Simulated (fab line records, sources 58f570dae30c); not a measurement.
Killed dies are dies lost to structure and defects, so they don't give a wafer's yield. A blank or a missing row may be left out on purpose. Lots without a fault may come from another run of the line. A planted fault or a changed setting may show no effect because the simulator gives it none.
fab line records | flow berkeley_cmos170
record lots=14 wafers=42 last_day=14
route steps=331 shown PVT@118
lots that met no fault: from a run of the same line without faults
start_h: hours from the record's first day to the start of the lot's first wafer shown | wait_h: hours since the lot's step before | " the same as in the row above | L1.1+2: a row that stands for several wafers | - no value, or no start given | * or withheld: withheld | < > ~ a bound
route shown NAME@n: a module of which the file shows steps, and the number in the route of the first | usual: mean/standard deviation of fault-free wafers | same: alike in all rows | chamber/n: place in a boat | sites: the reading at each site | _std_site: their standard deviation | _edge_site: outer sites' mean less inner sites' | radius_mm: how far each site lies from the wafer's centre | mask NAME#n: copy n | behind: the tool/chamber that last shaped the wafer | hold: why the lot was held/for how many hours/how that ended | device: the transistor (n, p or np) that didn't switch | end of line: the same wafers' tests at the end of the route | a step without rows: its recipe alone | killed: dies lost to structure and defects at the first sort, not the wafer's yield | map: a wafer's dies, x killed, . not, _ none there
set.NAME: the setting as run; set.NAME@STEP: as run at that earlier step | model.NAME: the simulator's own value behind a step, which no gauge read
steps of the route over a sample of lots; a table a step, a row a wafer
services: from which hour (start_h, from the record's first day; less than 0 if before it) a tool's chamber was out of use, for how many hours, and why
## steps
# step UCB170_PVT_EXPOSE_03
# recipe mask_id=NWELL target_cd_nm=3000 na=0.5 sigma_outer=0.6 source_shape=conventional dose_mj=30
# usual exposure_dose_mJ_cm2=29.998/0.027 focus_offset_nm=0.0/0.62
# columns lot.wafer tool chamber start_h wait_h mask exposure_dose_mJ_cm2 focus_offset_nm
L703.2 krf_scanner-02 0 142.42 0.2 NWELL#0 29.965 -0.3
L703.4 " 0 " " NWELL#0 29.977 -0.8
L703.5 " 0 " " NWELL#0 29.998 0.2
L704.4 krf_scanner-02 0 142.57 0.3 NWELL#0 29.978 -0.2
L704.5 " 0 " " NWELL#0 29.969 0.5
L704.6 " 0 " " NWELL#0 30.007 -0.6
L708.2 krf_scanner-01 0 172.32 0.2 NWELL#0 29.983 0.1
L708.3 " 0 " " NWELL#0 30.018 0.4
L708.6 " 0 " " NWELL#0 30.018 -0.5
L709.1 krf_scanner-02 0 173.09 0.4 NWELL#0 29.976 0.4
L709.5 " 0 " " NWELL#0 30.006 0.0
L709.6 " 0 " " NWELL#0 29.977 0.1
L711.1 krf_scanner-02 - 189.05 0.3 NWELL#0 - -
L711.3 " - " " NWELL#0 - -
L711.5 " - " " NWELL#0 - -
L713.2 krf_scanner-01 - 205.45 0.2 NWELL#0 - -
L713.5 " - " " NWELL#0 - -
L713.6 " - " " NWELL#0 - -
L715.1 krf_scanner-01 0 213.83 0.1 NWELL#0 29.926 -1.3
L715.2 " 0 " " NWELL#0 29.989 -1.4
L715.6 " 0 " " NWELL#0 29.987 -0.7
L717.4 krf_scanner-02 0 231.43 0.1 NWELL#0 30.023 -0.3
L717.5 " 0 " " NWELL#0 30.061 0.3
L717.6 " 0 " " NWELL#0 30.016 0.4
L719.2 krf_scanner-01 0 239.31 0.2 NWELL#0 29.973 -0.9
L719.3 " 0 " " NWELL#0 30.017 -0.8
L719.4 " 0 " " NWELL#0 29.990 -0.4
L720.3 krf_scanner-01 0 239.80 0.1 NWELL#0 29.966 0.0
L720.4 " 0 " " NWELL#0 29.932 -0.8
L720.5 " 0 " " NWELL#0 29.968 0.6
L718.3 krf_scanner-02 0 240.04 0.3 NWELL#0 29.976 -0.1
L718.5 " 0 " " NWELL#0 30.008 -0.4
L718.6 " 0 " " NWELL#0 29.986 -0.9
L722.2 krf_scanner-01 0 252.30 0.2 NWELL#0 30.042 -0.3
L722.5 " 0 " " NWELL#0 30.062 -1.0
L722.6 " 0 " " NWELL#0 30.011 -0.2
L724.2 krf_scanner-01 0 260.68 0.1 NWELL#0 29.984 0.1
L724.3 " 0 " " NWELL#0 30.029 -0.5
L724.5 " 0 " " NWELL#0 29.999 -0.1
L725.1 krf_scanner-02 0 268.07 0.1 NWELL#0 29.989 -0.7
L725.2 " 0 " " NWELL#0 30.007 0.9
L725.4 " 0 " " NWELL#0 29.982 -0.8
## services
# columns tool chamber start_h hours kind
krf_scanner-02 - 134.19 0.3 repair
krf_scanner-01 - 180.35 1.3 pm
krf_scanner-01 - 239.87 1.0 pm
krf_scanner-01 - 247.61 3.6 pm
krf_scanner-02 - 255.96 7.2 pm
krf_scanner-01 - 263.16 0.8 pm
krf_scanner-02 - 264.61 1.0 pm
krf_scanner-02 - 265.61 0.8 pm
## key
first_sign step=UCB170_PVT_EXPOSE_03 reading=tool_record direction=missing
effect none on later readings
met_at UCB170_PVT_EXPOSE_03
struck_lots L711,L713
sort_left_out L711.1,L711.3,L711.5,L713.2,L713.5,L713.6
tester_left_out L711,L713
onset_between 173.09 189.05
fault kind=skipped_step_whole tool=krf_scanner-01,krf_scanner-02 chamber=- onset_h=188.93 steps=UCB170_PVT_EXPOSE_03 scope=struck_lots_only
# tester_left_out: of these lots the tester's yield and bins aren't shown, on N5 and GAA mostly nor the transistor test; their killed dies are dies lost to structure and defects alone, not to doping, threshold or leakage, so they don't give the yield
# sort_left_out: the simulated sort isn't trusted on such a fault, so these wafers' sort isn't shown, and their yield isn't known
